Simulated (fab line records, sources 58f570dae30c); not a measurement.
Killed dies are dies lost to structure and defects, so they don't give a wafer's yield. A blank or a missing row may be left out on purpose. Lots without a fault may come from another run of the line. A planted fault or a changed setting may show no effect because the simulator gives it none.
Which tool did it? | flow berkeley_cmos170 | 14 lots, 42 wafers sampled, at 4 steps of a route of 331

WHAT THE GAUGES READ, wafer by wafer
UCB170_CONTACT_CD_MEAS_15: target cd 700 nm. Usual: cd_nm 700.1 nm, standard deviation 1.4.
lot  | measured     | on        | cd_nm (nm)        | flag
L857 | day 6 16:37  | cd_sem-01 | 702.9 702.6 702.4 |
L856 | day 6 16:52  | cd_sem-02 | 703.5 702.3 702.9 |
L859 | day 7 16:09  | cd_sem-01 | 700.6 699.3 698.6 |
L861 | day 7 17:55  | cd_sem-01 | 698.8 700.1 698.4 |
L862 | day 7 18:04  | cd_sem-01 | 701.0 700.6 701.4 |
L863 | day 8 03:20  | cd_sem-01 | 700.7 702.3 702.3 |
L866 | day 8 21:58  | cd_sem-01 | 701.2 701.6 701.2 |
L864 | day 8 22:32  | cd_sem-02 | 699.5 699.3 699.2 |
L869 | day 9 22:46  | cd_sem-02 | 699.9 698.5 699.8 |
L870 | day 9 22:59  | cd_sem-02 | 699.3 700.7 700.4 |
L875 | day 10 13:04 | cd_sem-02 | 699.4 699.7 700.6 |
L876 | day 10 20:56 | cd_sem-02 | 699.9 700.6 697.6 |
L878 | day 11 14:17 | cd_sem-01 | 699.6 697.8 699.8 |
L877 | day 11 16:34 | cd_sem-01 | 699.4 699.5 700.0 |

UCB170_M3_THK_MEAS_03: measures by xrf. Usual: M3_AL_THK 891 nm, standard deviation 11.
lot  | measured     | on            | M3_AL_THK (nm) | flag
L857 | day 7 10:00  | film_metro-01 | 879 894 892    |
L856 | day 7 10:34  | film_metro-01 | 878 873 870    |
L859 | day 8 06:28  | film_metro-02 | 880 887 880    |
L861 | day 8 10:52  | film_metro-01 | 880 877 869    |
L862 | day 8 10:38  | film_metro-02 | 911 906 904    |
L863 | day 8 22:28  | film_metro-03 | 901 896 892    |
L866 | day 9 12:34  | film_metro-03 | 884 886 882    |
L864 | day 9 14:20  | film_metro-03 | 889 891 896    |
L869 | day 10 14:26 | film_metro-01 | 894 906 899    |
L870 | day 10 15:02 | film_metro-03 | 913 905 901    |
L875 | day 11 07:31 | film_metro-02 | 901 906 911    |
L876 | day 11 13:08 | film_metro-03 | 922 903 916    |
L878 | day 12 08:46 | film_metro-01 | 896 890 889    |
L877 | day 12 09:44 | film_metro-02 | 892 910 901    |

UCB170_M3_BOW_MEAS_20. Usual: M3_BOW 36 um, standard deviation 7.2.
lot  | measured     | on            | M3_BOW (um) | flag
L857 | day 7 12:42  | film_metro-01 | 50 44 32    |
L856 | day 7 13:23  | film_metro-03 | 36 30 42    |
L859 | day 8 08:58  | film_metro-02 | 40 32 30    |
L861 | day 8 13:38  | film_metro-02 | 29 30 34    |
L862 | day 8 13:24  | film_metro-01 | 29 36 35    |
L863 | day 9 01:44  | film_metro-01 | 40 31 35    |
L866 | day 9 15:48  | film_metro-01 | 50 33 25    |
L864 | day 9 17:10  | film_metro-02 | 41 40 33    |
L869 | day 10 18:02 | film_metro-03 | 26 37 23    |
L870 | day 10 18:42 | film_metro-03 | 44 45 41    |
L875 | day 11 10:26 | film_metro-02 | 28 28 37    |
L876 | day 11 15:38 | film_metro-02 | 30 27 38    |
L878 | day 12 13:22 | film_metro-02 | 40 40 45    |
L877 | day 12 14:05 | film_metro-01 | 25 30 35    |

WHICH TOOL RAN EACH LOT (tool, then ch and the chambers of the sampled wafers, then the start)
lot  | UCB170_V2_CMP_02
L857 | cmp-02 ch 0,1,2, day 7 06:23
L856 | cmp-01 ch 1,2, day 7 07:40
L859 | cmp-01 ch 0,1,3, day 8 03:25
L861 | cmp-02 ch 0,2,3, day 8 08:39
L862 | cmp-01 ch 1,2,3, day 8 08:09
L863 | cmp-02 ch 2,3, day 8 18:06
L866 | cmp-02 ch 1,2, day 9 10:05
L864 | cmp-02 ch 0,1,3, day 9 11:08
L869 | cmp-01 ch 1,2, day 10 11:49
L870 | cmp-01 ch 0,3, day 10 12:25
L875 | cmp-02 ch 0,2, day 11 04:28
L876 | cmp-02 ch 2,3, day 11 10:34
L878 | cmp-02 ch 0,1, day 12 06:17
L877 | cmp-02 ch 1,2,3, day 12 06:44
- UCB170_V2_CMP_02: polishes SiO2.

WHAT THE TOOLS THEMSELVES READ (means of the sampled wafers that have a number; where no wafer has one, the mark that the record gives instead)
UCB170_V2_CMP_02. Usual: motor_current_A 15.8 A, standard deviation 1.5; slurry_filter_dp_kPa 13.49 kPa, standard deviation 0.13.
lot  | tool   | motor_current_A (A) | slurry_filter_dp_kPa (kPa) | flag
L857 | cmp-02 | 14.6                | 13.56                      |
L856 | cmp-01 | 16.5                | 13.44                      |
L859 | cmp-01 | 17.0                | 13.53                      |
L861 | cmp-02 | 15.0                | 13.47                      |
L862 | cmp-01 | 16.7                | 13.50                      |
L863 | cmp-02 | 13.8                | 13.61                      |
L866 | cmp-02 | 13.4                | 13.53                      |
L864 | cmp-02 | 14.5                | 13.56                      |
L869 | cmp-01 | 16.5                | 13.41                      |
L870 | cmp-01 | 18.3                | 13.44                      |
L875 | cmp-02 | 15.3                | 13.42                      |
L876 | cmp-02 | 14.0                | 13.43                      |
L878 | cmp-02 | 15.3                | 13.46                      |
L877 | cmp-02 | 14.2                | 13.42                      |

THE ANSWER, worked out from the rows above alone
Rule: a lot is off if the mean of its wafers that have a number lies more than 3 standard deviations from the usual mean. A lot without any number at a reading at which 4 lots or more have one is off too. The other lots that the step has rows for count as sound. The gauges are gone through in route order, then the tools' own readings, and for those a lot's mean is taken as printed above. The first step at which some lot is off is used, and at that step the reading that is off furthest; a lot without a number counts as furthest.
No lot is off at any reading shown: from this, nothing can be told.

WHAT THE SIMULATOR HAD PUT IN
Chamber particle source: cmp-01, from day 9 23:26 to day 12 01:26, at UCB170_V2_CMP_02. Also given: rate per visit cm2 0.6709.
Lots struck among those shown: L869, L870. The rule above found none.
